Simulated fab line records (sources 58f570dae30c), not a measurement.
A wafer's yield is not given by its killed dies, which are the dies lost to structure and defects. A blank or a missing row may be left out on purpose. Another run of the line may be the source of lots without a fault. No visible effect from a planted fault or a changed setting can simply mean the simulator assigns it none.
fab line records	flow berkeley_cmos170	part 1 of 2: steps 1 to 32 of 45
[record] lots = 5	wafers = 15	last_day = 11
route steps=331 shown NWELL@27 PWELL@34 WELLDRIVE@55 ACTIVE@60
lots untouched by any fault: they come from a run of this same line in which no faults occurred
start_h: hours from the record's first day to the start of the lot's first wafer shown	wait_h: hours from the lot's prior step to this one	" repeats the value in the row above	L1.1+2: a single row standing in for several wafers	- no value, or no start was given	* or withheld: withheld	< > ~ a bound
route shown NAME@n: NAME is a module with steps in the file, n the number in the route of the first one	usual: mean/standard deviation of fault-free wafers	same: alike in all rows	chamber/n: place in a boat	sites: each site's reading	_std_site: how widely they spread, as a standard deviation	_edge_site: the outer-site mean with the inner-site mean subtracted	radius_mm: how far each site lies from the wafer's centre	mask NAME#n: copy n	behind: the tool/chamber that last shaped the wafer	hold: what put the lot on hold/how long, in hours/how the hold closed	device: which transistor (n, p or np) failed to switch	end of line: the route-end tests of the same wafers	a step given without rows: its recipe and nothing more	killed: dies lost to structure and defects at the first sort, not the wafer's yield	map: the dies of a wafer, with x for killed, . for not killed, _ for no die there
set.NAME: setting as actually run; set.NAME@STEP: the setting as run at that earlier step	model.NAME: the simulator's own value behind a step, which no gauge read
lots seen at some steps along the route; tables by step, rows by wafer
services: the hour from which a tool's chamber was out of use, counted from the record's first day as start_h (under 0 if before that day), plus the number of hours and why
[[steps]]
[step UCB170_NWELL_ETCH_13]
[recipe] chemistry = CH3F/Ar/O2	target = Si3N4	stop_on = SiO2	CH3F_flow_sccm = 20	Ar_flow_sccm = 50	O2_flow_sccm = 7	pressure_mtorr = 50	rf_w = 450	target_depth_a = 2464	over_etch_frac = 0.1	time_s = 154
[usual] drypump_motor_current_A = 5.9/0.42	oes_product_au = 0.938/0.015	throttle_valve_pct = 7.96/0.11
[same] over_etch_frac = 0.1
lot.wafer	tool	chamber	start_h	wait_h	drypump_motor_current_A	oes_product_au	rf_hours_counter_h	throttle_valve_pct
L079.2	rie_diel-01	3	55.18	0.0	5.5	0.925	150	7.92
L079.4	"	0	"	"	5.6	0.918	1	7.95
L079.6	"	0	"	"	5.6	0.918	-	7.96
L083.3	rie_diel-01	2	74.49	0.0	5.9	0.944	115	8.08
L083.4	"	3	"	"	5.5	0.926	151	7.93
L083.5	"	2	"	"	5.9	0.955	-	8.07
L087.2	rie_diel-01	1	92.64	0.0	6.0	0.947	147	7.84
L087.3	"	3	"	"	5.5	0.935	152	7.92
L087.4	"	0	"	"	5.6	0.912	3	7.96
L092.2	rie_diel-01	1	120.10	0.0	6.0	0.952	148	7.84
L092.3	"	3	"	"	5.5	0.931	153	7.93
L092.4	"	0	"	"	5.6	0.909	4	7.94
L093.3	rie_diel-04	3	130.83	0.0	5.9	0.938	71	8.17
L093.5	"	3	"	"	5.9	0.932	-	8.17
L093.6	"	0	"	"	6.5	0.923	-	7.85
[step UCB170_NWELL_IMPLANT_14]
[recipe] species = P	dose_cm2 = 1e+13	energy_kev = 150	tilt_deg = 7
lot.wafer	tool	chamber	start_h	wait_h
L079.2+4+6	implanter-03	0	55.31	0.1
L083.3+4+5	implanter-01	0	74.65	0.1
L087.2+3+4	implanter-04	0	92.77	0.1
L092.2+3+4	implanter-01	0	120.23	0.1
L093.3+5+6	implanter-04	0	130.99	0.1
[step UCB170_NWELL_STRIP_15]
[recipe] chemistry = O2	power_w = 400	pressure_mtorr = 3500	platen_temp_c = withheld	o2_flow_sccm = 400	overash_fraction = 0.5
[usual] drypump_motor_current_A = 5.7/0.38	oes_product_au = 0.721/0.0047	strip_time_to_endpoint_s = 17.99/0.079
lot.wafer	tool	chamber	start_h	wait_h	drypump_motor_current_A	oes_product_au	rf_hours_counter_h	strip_time_to_endpoint_s
L079.2	plasma_asher-01	0	55.44	0.1	5.1	0.720	33	17.99
L079.4	"	1	"	"	5.8	0.727	-	17.91
L079.6	"	0	"	"	5.1	0.726	-	17.87
L083.3	plasma_asher-04	1	74.78	0.1	6.2	0.715	-	18.03
L083.4	"	0	"	"	6.0	0.720	-	18.04
L083.5	"	1	"	"	6.3	0.727	-	18.01
L087.2	plasma_asher-03	1	92.89	0.1	6.1	0.720	41	18.02
L087.3	"	0	"	"	5.7	0.720	-	18.02
L087.4	"	1	"	"	6.1	0.717	-	17.96
L092.2	plasma_asher-03	1	120.35	0.1	6.1	0.724	0	17.84
L092.3	"	1	"	"	6.1	0.719	-	17.91
L092.4	"	0	"	"	5.7	0.722	-	17.83
L093.3	plasma_asher-01	1	131.12	0.1	5.8	0.715	-	17.89
L093.5	"	0	"	"	5.1	0.715	-	17.90
L093.6	"	1	"	"	5.8	0.722	-	18.05
[step UCB170_NWELL_TW_MEAS_16]
[usual] NWELL_TW = 1245/8
lot.wafer	tool	chamber	start_h	wait_h	NWELL_TW
L079.2	film_metro-01	-	55.55	0.1	1241
L079.4	"	-	"	"	1246
L079.6	"	-	"	"	1245
L083.3	film_metro-04	-	74.87	0.1	1252
L083.4	"	-	"	"	1243
L083.5	"	-	"	"	1246
L087.2	film_metro-04	-	93.00	0.1	1239
L087.3	"	-	"	"	1250
L087.4	"	-	"	"	1241
L092.2	film_metro-01	-	120.46	0.1	1245
L092.3	"	-	"	"	1248
L092.4	"	-	"	"	1249
L093.3	film_metro-03	-	131.21	0.1	1251
L093.5	"	-	"	"	1249
L093.6	"	-	"	"	1256
[step UCB170_NWELL_CLEAN_17]
[recipe] chemistry = SPM	temp_c = 120	time_s = 600
lot.wafer	tool	chamber	start_h	wait_h
L079.2+4+6	wet_bench-01	2	55.65	0.1
L083.3+4+5	wet_bench-02	0	75.39	0.5
L087.2+3+4	wet_bench-02	3	94.71	1.7
L092.2+3+4	wet_bench-01	1	123.20	2.7
L093.3+5+6	wet_bench-02	0	131.25	0.0
[step UCB170_NWELL_WET_ETCH_18]
[recipe] chemistry = H3PO4	target = Si3N4	temp_c = 160	time_s = 14400
lot.wafer	tool	chamber	start_h	wait_h
L079.2+4+6	wet_bench-01	1	56.00	0.2
L083.3+4+5	wet_bench-02	2	75.60	0.0
L087.2+3+4	wet_bench-02	3	95.07	0.2
L092.2+3+4	wet_bench-04	1	123.61	0.0
L093.3+5+6	wet_bench-02	1	131.44	0.0
[step UCB170_NWELL_WET_ETCH_19]
[recipe] chemistry = BOE	dilution = 5:1	target = SiO2	temp_c = 25	time_s = 22
lot.wafer	tool	chamber	start_h	wait_h
L079.2+4+6	wet_bench-04	3	60.02	0.0
L083.3+4+5	wet_bench-01	0	79.61	0.0
L087.2+3+4	wet_bench-02	2	99.26	0.2
L092.2+3+4	wet_bench-04	1	131.71	0.1
L093.3+5+6	wet_bench-02	3	135.81	0.0
[step UCB170_PWELL_CLEAN_00]
[recipe] chemistry = SPM	temp_c = 120	time_s = 600
lot.wafer	tool	chamber	start_h	wait_h
L079.2+4+6	wet_bench-04	2	60.04	0.0
L083.3+4+5	wet_bench-04	3	79.63	0.0
L087.2+3+4	wet_bench-01	1	99.39	0.1
L092.2+3+4	wet_bench-04	2	132.09	0.3
L093.3+5+6	wet_bench-02	2	135.82	0.0
[step UCB170_PWELL_CLEAN_01]
[recipe] chemistry = dHF	dilution = 25:1	time_s = 60
lot.wafer	tool	chamber	start_h	wait_h
L079.2+4+6	wet_bench-04	3	60.25	0.0
L083.3+4+5	wet_bench-02	0	79.80	0.0
L087.2+3+4	wet_bench-01	2	99.56	0.0
L092.2+3+4	wet_bench-04	3	132.44	0.0
L093.3+5+6	wet_bench-02	3	136.02	0.0
[step UCB170_PWELL_OXIDATION_02]
[recipe] temp_c = 1000	ambient = O2	target_thk_a = 264	ox_time_s = 1260
[usual] ox_temp_c_max = 1004.3/2.2
lot.wafer	tool	chamber	start_h	wait_h	ox_temp_c_max
L079.2	furnace-03	0	63.65	3.4	1014.0
L079.4	"	0	"	"	1008.2
L079.6	"	0	"	"	1008.0
L083.3	furnace-02	0	79.83	0.0	1003.8
L083.4	"	0	"	"	1003.5
L083.5	"	0	"	"	1004.6
L087.2	furnace-02	0	107.90	8.3	1003.1
L087.3	"	0	"	"	1004.0
L087.4	"	0	"	"	1003.5
L092.2	furnace-02	0	136.31	3.8	1003.0
L092.3	"	0	"	"	1003.7
L092.4	"	0	"	"	1003.0
L093.3	furnace-02	0	136.31	0.3	1003.8
L093.5	"	0	"	"	1004.1
L093.6	"	0	"	"	1004.2
[step UCB170_PWELL_THK_MEAS_03]
[recipe] reads = SiO2_of_PWELL_OXIDATION_02
[usual] PWELL_OXIDE_THK = 26.2/0.48
lot.wafer	tool	chamber	start_h	wait_h	PWELL_OXIDE_THK[nm]
L079.2	film_metro-02	-	65.01	0.0	27.0
L079.4	"	-	"	"	26.3
L079.6	"	-	"	"	26.5
L083.3	film_metro-01	-	81.20	0.0	26.2
L083.4	"	-	"	"	26.3
L083.5	"	-	"	"	26.0
L087.2	film_metro-01	-	109.26	0.0	25.8
L087.3	"	-	"	"	26.5
L087.4	"	-	"	"	26.1
L092.2	film_metro-01	-	137.67	0.0	25.4
L092.3	"	-	"	"	25.2
L092.4	"	-	"	"	25.1
L093.3	film_metro-04	-	137.68	0.0	26.1
L093.5	"	-	"	"	25.9
L093.6	"	-	"	"	26.0
[step UCB170_PWELL_ANNEAL_04]
[recipe] temp_c = 1000	time_s = 900	ambient = N2
lot.wafer	tool	chamber	start_h	wait_h
L079.2+4+6	furnace-02	0	66.30	1.3
L083.3+4+5	furnace-02	0	84.18	3.0
L087.2+3+4	furnace-04	0	114.30	5.0
L092.2+3+4	furnace-02	0	140.41	2.7
L093.3+5+6	furnace-02	0	140.41	2.7
[step UCB170_PWELL_CVD_05]
[recipe] material = Si3N4	target_thk_nm = 220	temp_c = 800	precursor = SiH2Cl2/NH3	time_s = 3300	pressure_mtorr = 200	sih2cl2_flow_sccm = 25	nh3_flow_sccm = 75
lot.wafer	tool	chamber	start_h	wait_h
L079.2+4+6	lpcvd-01	0	68.19	0.6
L083.3+4+5	lpcvd-01	1	85.43	0.0
L087.2+3+4	lpcvd-02	0	115.55	0.0
L092.2+3+4	lpcvd-02	1	141.66	0.0
L093.3+5+6	lpcvd-02	1	141.66	0.0
[step UCB170_PWELL_THK_MEAS_06]
[recipe] reads = Si3N4_of_PWELL_CVD_05
[usual] PWELL_NITRIDE_THK = 220.4/2.1
lot.wafer	tool	chamber	start_h	wait_h	PWELL_NITRIDE_THK[nm]
L079.2	film_metro-01	-	70.11	0.0	222.5
L079.4	"	-	"	"	225.1
L079.6	"	-	"	"	224.7
L083.3	film_metro-02	-	87.37	0.0	218.3
L083.4	"	-	"	"	217.6
L083.5	"	-	"	"	218.8
L087.2	film_metro-04	-	117.54	0.1	217.9
L087.3	"	-	"	"	220.2
L087.4	"	-	"	"	219.6
L092.2	film_metro-04	-	143.59	0.0	220.7
L092.3	"	-	"	"	221.3
L092.4	"	-	"	"	221.4
L093.3	film_metro-01	-	143.60	0.0	218.7
L093.5	"	-	"	"	219.1
L093.6	"	-	"	"	221.3
[step UCB170_PWELL_HMDS_07]
[recipe] prime_time_s = 60	prime_temp_c = 100
[usual] prime_temp_c = 99.97/0.14
lot.wafer	tool	chamber	start_h	wait_h	prime_temp_c
L079.2	litho_track-03	0	70.78	0.7	100.19
L079.4	"	0	"	"	99.78
L079.6	"	0	"	"	99.86
L083.3	litho_track-03	0	88.66	1.3	99.84
L083.4	"	0	"	"	99.85
L083.5	"	0	"	"	99.77
L087.2	litho_track-01	0	117.66	0.1	100.00
L087.3	"	0	"	"	100.02
L087.4	"	0	"	"	100.02
L092.2	litho_track-04	0	144.79	1.2	99.96
L092.3	"	0	"	"	100.00
L092.4	"	0	"	"	99.75
L093.3	litho_track-03	0	144.87	1.3	99.88
L093.5	"	0	"	"	99.97
L093.6	"	0	"	"	99.78
[step UCB170_PWELL_COAT_08]
[recipe] resist = KrF	spin_rpm = 1500	resist_thk_nm = 900
lot.wafer	tool	chamber	start_h	wait_h
L079.2+4+6	litho_track-03	0	70.93	0.1
L083.3+4+5	litho_track-03	0	88.81	0.1
L087.2+3+4	litho_track-01	0	117.81	0.1
L092.2+3+4	litho_track-04	0	144.94	0.1
L093.3+5+6	litho_track-03	0	145.02	0.1
[step UCB170_PWELL_SOFTBAKE_09]
[recipe] resist = KrF	temp_c = 130	time_s = 60
lot.wafer	tool	chamber	start_h	wait_h
L079.2+4+6	litho_track-03	0	71.08	0.1
L083.3+4+5	litho_track-03	0	88.96	0.1
L087.2+3+4	litho_track-01	0	117.96	0.1
L092.2+3+4	litho_track-04	0	145.09	0.1
L093.3+5+6	litho_track-03	0	145.17	0.1
[step UCB170_PWELL_EXPOSE_10]
[recipe] mask_id = PWELL	target_cd_nm = 3000	na = 0.5	sigma_outer = 0.6	source_shape = conventional	dose_mj = 19
[usual] exposure_dose_mJ_cm2 = 19.001/0.02	stage_vel_mm_s = 500.07/0.23
lot.wafer	tool	chamber	start_h	wait_h	mask	exposure_dose_mJ_cm2	stage_vel_mm_s
L079.2	krf_scanner-01	0	71.51	0.4	PWELL#0	18.998	500.06
L079.4	"	0	"	"	PWELL#0	19.033	500.34
L079.6	"	0	"	"	PWELL#0	18.982	500.44
L083.3	krf_scanner-01	0	89.34	0.4	PWELL#0	18.985	500.17
L083.4	"	0	"	"	PWELL#0	19.017	499.85
L083.5	"	0	"	"	PWELL#0	19.023	500.12
L087.2	krf_scanner-01	0	118.20	0.2	PWELL#0	19.011	499.91
L087.3	"	0	"	"	PWELL#0	19.006	499.86
L087.4	"	0	"	"	PWELL#0	19.018	500.36
L092.2	krf_scanner-02	0	145.51	0.4	PWELL#0	18.987	499.95
L092.3	"	0	"	"	PWELL#0	18.990	500.17
L092.4	"	0	"	"	PWELL#0	18.994	500.47
L093.3	krf_scanner-02	0	145.64	0.4	PWELL#0	18.983	499.80
L093.5	"	0	"	"	PWELL#0	18.980	500.15
L093.6	"	0	"	"	PWELL#0	18.976	500.40
[step UCB170_PWELL_PEB_11]
[recipe] peb_temp_c = 130	peb_time_s = withheld	resist = KrF
lot.wafer	tool	chamber	start_h	wait_h
L079.2+4+6	litho_track-04	0	72.21	0.7
L083.3+4+5	litho_track-04	0	90.32	1.0
L087.2+3+4	litho_track-04	0	118.99	0.8
L092.2+3+4	litho_track-01	0	146.15	0.6
L093.3+5+6	litho_track-04	0	146.26	0.6
[step UCB170_PWELL_DEVELOP_12]
[recipe] developer = TMAH	develop_time_s = 45	resist = KrF	dev_temp_c = 21
lot.wafer	tool	chamber	start_h	wait_h
L079.2+4+6	litho_track-04	0	-	-
L083.3+4+5	litho_track-04	0	-	-
L087.2+3+4	litho_track-04	0	-	-
L092.2+3+4	litho_track-01	0	-	-
L093.3+5+6	litho_track-04	0	-	-
[step UCB170_PWELL_OVL_MEAS_13]
[usual] PWELL_OVL = 0/5.5
lot.wafer	tool	chamber	start_h	wait_h	PWELL_OVL[nm]
L079.2	overlay-01	-	72.46	-	4
L079.4	"	-	"	"	5
L079.6	"	-	"	"	3
L083.3	overlay-02	-	90.55	-	5
L083.4	"	-	"	"	-1
L083.5	"	-	"	"	5
L087.2	overlay-02	-	119.24	-	0
L087.3	"	-	"	"	2
L087.4	"	-	"	"	3
L092.2	overlay-01	-	146.40	-	8
L092.3	"	-	"	"	1
L092.4	"	-	"	"	6
L093.3	overlay-02	-	146.50	-	-5
L093.5	"	-	"	"	-7
L093.6	"	-	"	"	-6
[step UCB170_PWELL_ETCH_14]
[recipe] chemistry = CH3F/Ar/O2	target = Si3N4	stop_on = SiO2	CH3F_flow_sccm = 20	Ar_flow_sccm = 50	O2_flow_sccm = 7	pressure_mtorr = 50	rf_w = 450	target_depth_a = 2420	over_etch_frac = 0.1	time_s = 151
[usual] drypump_motor_current_A = 5.8/0.51	oes_product_au = 0.939/0.015	throttle_valve_pct = 8.01/0.13
[same] over_etch_frac = 0.1
lot.wafer	tool	chamber	start_h	wait_h	drypump_motor_current_A	oes_product_au	rf_hours_counter_h	throttle_valve_pct
L079.2	rie_diel-04	1	72.49	0.0	5.7	0.934	105	8.00
L079.4	"	0	"	"	6.5	0.949	153	7.87
L079.6	"	3	"	"	6.0	0.938	-	8.17
L083.3	rie_diel-04	3	90.58	0.0	5.9	0.917	69	8.19
L083.4	"	2	"	"	6.6	0.918	100	7.89
L083.5	"	2	"	"	6.6	0.914	-	7.88
L087.2	rie_diel-03	2	119.27	0.0	6.3	0.928	135	8.04
L087.3	"	1	"	"	5.4	0.922	40	8.27
L087.4	"	0	"	"	5.8	0.933	-	8.05
L092.2	rie_diel-04	2	146.43	0.0	6.6	0.926	103	7.89
L092.3	"	3	"	"	5.9	0.930	72	8.20
L092.4	"	0	"	"	6.5	0.939	157	7.85
L093.3	rie_diel-03	2	146.52	0.0	6.3	0.931	137	8.05
L093.5	"	3	"	"	4.8	0.951	-	8.04
L093.6	"	0	"	"	5.8	0.941	-	8.06
[step UCB170_PWELL_IMPLANT_15]
[recipe] species = B	dose_cm2 = 5e+12	energy_kev = 60	tilt_deg = 7
lot.wafer	tool	chamber	start_h	wait_h
L079.2+4+6	implanter-03	0	72.62	0.1
L083.3+4+5	implanter-03	0	90.73	0.1
L087.2+3+4	implanter-02	0	119.40	0.1
L092.2+3+4	implanter-01	0	146.56	0.1
L093.3+5+6	implanter-02	0	146.67	0.1
[step UCB170_PWELL_STRIP_16]
[recipe] chemistry = O2	power_w = 400	pressure_mtorr = 3500	platen_temp_c = withheld	o2_flow_sccm = 400	overash_fraction = 0.5
[usual] drypump_motor_current_A = 5.7/0.38	oes_product_au = 0.721/0.0047	strip_time_to_endpoint_s = 18.06/0.088
lot.wafer	tool	chamber	start_h	wait_h	drypump_motor_current_A	oes_product_au	rf_hours_counter_h	strip_time_to_endpoint_s
L079.2	plasma_asher-01	1	72.75	0.1	5.8	0.731	35	18.13
L079.4	"	1	"	"	5.8	0.717	-	18.09
L079.6	"	1	"	"	5.8	0.724	-	18.05
L083.3	plasma_asher-02	0	90.86	0.1	6.2	0.716	-	18.01
L083.4	"	1	"	"	5.6	0.717	-	18.11
L083.5	"	0	"	"	6.2	0.728	-	18.13
L087.2	plasma_asher-01	0	119.52	0.1	5.1	0.719	40	17.92
L087.3	"	0	"	"	5.1	0.719	-	18.04
L087.4	"	1	"	"	5.8	0.724	-	17.85
L092.2	plasma_asher-02	0	146.68	0.1	6.2	0.724	43	18.20
L092.3	"	1	"	"	5.6	0.711	-	18.10
L092.4	"	0	"	"	6.2	0.728	-	18.18
L093.3	plasma_asher-03	1	146.81	0.1	6.1	0.727	-	18.18
L093.5	"	1	"	"	6.1	0.719	-	18.18
L093.6	"	0	"	"	5.7	0.711	-	18.02
[step UCB170_PWELL_TW_MEAS_17]
[usual] PWELL_TW = 378.5/1.7
lot.wafer	tool	chamber	start_h	wait_h	PWELL_TW
L079.2	film_metro-04	-	72.86	0.1	377.8
L079.4	"	-	"	"	376.2
L079.6	"	-	"	"	377.5
L083.3	film_metro-04	-	90.95	0.1	377.7
L083.4	"	-	"	"	376.3
L083.5	"	-	"	"	378.2
L087.2	film_metro-01	-	119.63	0.1	379.5
L087.3	"	-	"	"	380.5
L087.4	"	-	"	"	379.6
L092.2	film_metro-04	-	146.79	0.1	376.8
L092.3	"	-	"	"	377.5
L092.4	"	-	"	"	379.2
L093.3	film_metro-01	-	146.89	0.1	380.1
L093.5	"	-	"	"	380.2
L093.6	"	-	"	"	380.4
[step UCB170_PWELL_CLEAN_18]
[recipe] chemistry = SPM	temp_c = 120	time_s = 600
lot.wafer	tool	chamber	start_h	wait_h
L079.2+4+6	wet_bench-04	1	73.04	0.2
L083.3+4+5	wet_bench-04	2	92.73	1.8
L087.2+3+4	wet_bench-02	0	119.68	0.0
L092.2+3+4	wet_bench-02	1	146.84	0.0
L093.3+5+6	wet_bench-02	3	147.03	0.1
[step UCB170_PWELL_WET_ETCH_19]
[recipe] chemistry = H3PO4	target = Si3N4	temp_c = 160	time_s = 14400
lot.wafer	tool	chamber	start_h	wait_h
L079.2+4+6	wet_bench-01	1	73.66	0.4
L083.3+4+5	wet_bench-04	1	93.39	0.5
L087.2+3+4	wet_bench-02	1	119.87	0.0
L092.2+3+4	wet_bench-04	0	147.04	0.0
L093.3+5+6	wet_bench-01	0	148.08	0.9
[step UCB170_PWELL_WET_ETCH_20]
[recipe] chemistry = BOE	dilution = 5:1	target = SiO2	temp_c = 25	time_s = 22
lot.wafer	tool	chamber	start_h	wait_h
L079.2+4+6	wet_bench-01	0	77.85	0.2
L083.3+4+5	wet_bench-04	0	98.37	0.6
L087.2+3+4	wet_bench-02	2	124.06	0.2
L093.3+5+6	wet_bench-01	0	153.53	0.7
L092.2+3+4	wet_bench-04	2	156.20	0.4
[step UCB170_WELLDRIVE_CLEAN_00]
[recipe] chemistry = SPM	temp_c = 120	time_s = 600
lot.wafer	tool	chamber	start_h	wait_h
L079.2+4+6	wet_bench-01	3	78.04	0.2
L083.3+4+5	wet_bench-02	3	99.08	0.7
L087.2+3+4	wet_bench-02	0	124.10	0.0
L093.3+5+6	wet_bench-02	3	155.86	2.3
L092.2+3+4	wet_bench-01	3	158.52	2.3
[step UCB170_WELLDRIVE_OXIDATION_01]
[recipe] temp_c = 1100	ambient = O2	target_thk_a = 1990	ox_time_s = 9000
[usual] ox_temp_c_max = 1104.7/1.5
lot.wafer	tool	chamber	start_h	wait_h	ox_temp_c_max
L079.2	furnace-01	0	79.77	1.6	1105.4
L079.4	"	0	"	"	1107.0
L079.6	"	0	"	"	1107.1
L083.3	furnace-04	0	102.62	3.4	1104.2
L083.4	"	0	"	"	1103.3
L083.5	"	0	"	"	1103.1
L087.2	furnace-04	0	125.57	1.3	1104.3
L087.3	"	0	"	"	1103.6
L087.4	"	0	"	"	1103.0
L093.3	furnace-04	0	157.35	1.3	1104.6
L093.5	"	0	"	"	1101.9
L093.6	"	0	"	"	1102.7
L092.2	furnace-01	0	160.14	1.4	1105.5
L092.3	"	0	"	"	1106.1
L092.4	"	0	"	"	1106.6
[step UCB170_WELLDRIVE_THK_MEAS_02]
[recipe] reads = SiO2_of_WELLDRIVE_OXIDATION_01
[usual] WELLDRIVE_OXIDE_THK = 199/3.8
lot.wafer	tool	chamber	start_h	wait_h	WELLDRIVE_OXIDE_THK[nm]
L079.2	film_metro-03	-	83.28	0.0	197
L079.4	"	-	"	"	197
L079.6	"	-	"	"	196
L083.3	film_metro-02	-	106.14	0.0	200
L083.4	"	-	"	"	199
L083.5	"	-	"	"	200
L087.2	film_metro-03	-	129.10	0.0	201
L087.3	"	-	"	"	200
L087.4	"	-	"	"	201
L093.3	film_metro-01	-	160.87	0.0	211
L093.5	"	-	"	"	207
L093.6	"	-	"	"	210
L092.2	film_metro-01	-	163.66	0.0	196
L092.3	"	-	"	"	198
L092.4	"	-	"	"	199
[step UCB170_WELLDRIVE_ANNEAL_03]
[recipe] temp_c = 1100	time_s = 900	ambient = N2
lot.wafer	tool	chamber	start_h	wait_h
L079.2+4+6	furnace-01	0	84.77	1.5
L083.3+4+5	furnace-04	0	110.20	4.1
L087.2+3+4	furnace-02	0	130.21	1.1
L092.2+3+4	furnace-04	0	165.36	1.7
L093.3+5+6	furnace-04	0	165.36	4.5
